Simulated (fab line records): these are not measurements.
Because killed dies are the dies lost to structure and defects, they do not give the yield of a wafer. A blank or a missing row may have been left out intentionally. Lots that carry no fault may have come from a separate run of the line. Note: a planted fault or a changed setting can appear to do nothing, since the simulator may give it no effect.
A struck lot beside a sound one | flow berkeley cmos170 | 24 out of 331 route steps
Sound: wafers L714.2, L714.3, L714.4. The struck wafers were L718.1, L718.3, L718.4. At the end, the cause is stated.
Each step with rows lists, per side, the tool, then ch with its chambers, then its first start. Under that, the readings that differ: sound wafers | struck wafers | difference of the means | sigmas: that difference in standard deviations of wafers without a fault.
alike: words and numbers the same on both sides, and readings whose means are apart by under 2 such deviations; not compared: readings that were withheld, readings missing a value for some wafer, numbers with overlapping values and no deviation given by the record, and bounds like >300 which may hide the same value.
The two part at a step that has a row with sigmas, a row that says differs or no value, or rows on one side only. Numbers that have no deviation but don't overlap get no sigmas and don't part them. A reading that every wafer of one side lacks parts them only if that side has two wafers or more.

UCB170_NWELL_ETCH_13: etches Si3N4 in CH3F/Ar/O2, stops on SiO2, target depth 246.4 nm, time 154 s.
  sound on rie diel-01 ch 0,2,3, day 2 21:25; struck on rie diel-02 ch 0,2,3, day 3 20:16
  alike: drypump motor current A, oes product au, throttle valve pct
  not compared: rf hours counter h
after that, 1 step had no rows for these wafers: UCB170_NWELL_IMPLANT_14.
UCB170_NWELL_STRIP_15: strips in O2.
  sound on plasma asher-04 ch 0,1, day 2 21:40; struck on plasma asher-04 ch 0,1, day 3 20:32
  alike: drypump motor current A, oes product au, strip time to endpoint s
  not compared: rf hours counter h
UCB170_NWELL_TW_MEAS_16:
  struck on film metro-01, day 3 20:38; sound on film metro-03, day 2 21:46
  reading  | sound          | struck         | difference | sigmas
  NWELL_TW | 1275 1263 1261 | 1231 1229 1237 | -34        | -3
then, 6 steps without rows for these wafers: UCB170_NWELL_CLEAN_17 (cleans in SPM, time 600 s); UCB170_NWELL_WET_ETCH_18 (etches Si3N4 in H3PO4, time 14400 s); UCB170_NWELL_WET_ETCH_19 (etches SiO2 in BOE, time 22 s); UCB170_PWELL_CLEAN_00 (cleans in SPM, time 600 s); UCB170_PWELL_CLEAN_01 (cleans in dHF, time 60 s); UCB170_PWELL_OXIDATION_02 (target thk 26.4 nm, ox time 1260 s).
UCB170_PWELL_THK_MEAS_03:
  struck on film metro-01, day 4 05:44; sound on film metro-01, day 3 09:18
  alike: PWELL_OXIDE_THK
then, 1 step without rows for these wafers: UCB170_PWELL_ANNEAL_04 (time 900 s).
UCB170_PWELL_CVD_05: deposits Si3N4 from SiH2Cl2/NH3, target thk 220 nm, time 3300 s.
  sound on lpcvd-02 ch 1, day 3 14:26; struck on lpcvd-01 ch 0, day 4 09:44
  reading                                 | sound             | struck            | difference | sigmas
  nh3 flow sccm (sccm)                    | 75.02 74.72 74.87 | 60.05 60.18 59.72 | -14.89     | -62
  model.Si3N4_of_PWELL_CVD_05.thk nm (nm) | 217.9 217 218.6   | 188.6 188.7 187   | -29.7      |
  alike: zone power centre pct, zone power load pct
UCB170_PWELL_THK_MEAS_06:
  struck on film metro-04, day 4 11:39; sound on film metro-01, day 3 16:22
  reading                | sound             | struck            | difference | sigmas
  PWELL_NITRIDE_THK (nm) | 218.0 217.0 218.6 | 188.5 188.8 187.0 | -29.8      | -18
then, 6 steps without rows for these wafers: UCB170_PWELL_HMDS_07 (prime time 60 s); UCB170_PWELL_COAT_08 (resist thk 900 nm); UCB170_PWELL_SOFTBAKE_09 (time 60 s); UCB170_PWELL_EXPOSE_10 (exposes mask PWELL, target cd 3000 nm); UCB170_PWELL_PEB_11; UCB170_PWELL_DEVELOP_12 (develop time 45 s).
UCB170_PWELL_OVL_MEAS_13:
  struck on overlay-02, day 4 12:40; sound on overlay-02, day 3 17:53
  alike: PWELL_OVL
UCB170_PWELL_ETCH_14: etches Si3N4 in CH3F/Ar/O2, stops on SiO2, target depth 242 nm, time 151 s.
  sound on rie diel-04 ch 0,3, day 3 17:55; struck on rie diel-02 ch 1,2,3, day 4 12:42
  reading                  | sound             | struck            | difference | sigmas
  oes product au (a.u.)    | 0.915 0.952 0.954 | 0.863 0.885 0.871 | -0.067     | -4
  model.etch.depth nm (nm) | 217.9 217 218.6   | 188.6 188.7 187   | -29.7      |
  alike: drypump motor current A, throttle valve pct
  not compared: rf hours counter h
after that, 1 step had no rows for these wafers: UCB170_PWELL_IMPLANT_15.
-- the record jumps here: 6 days lie between the struck wafers' starts before and after (it left off in module PWELL and takes up again in module M3, whose first step shown is number 331 of the route) --
UCB170_M3_PROBE_99:
  only the struck wafers here have rows in the record (prober-01, day 10 01:50); the sound ones have none

WHERE THEY PART
At UCB170_NWELL_TW_MEAS_16 first; at UCB170_M3_PROBE_99 last (within this record only).

WHY: what had been put in by the simulator
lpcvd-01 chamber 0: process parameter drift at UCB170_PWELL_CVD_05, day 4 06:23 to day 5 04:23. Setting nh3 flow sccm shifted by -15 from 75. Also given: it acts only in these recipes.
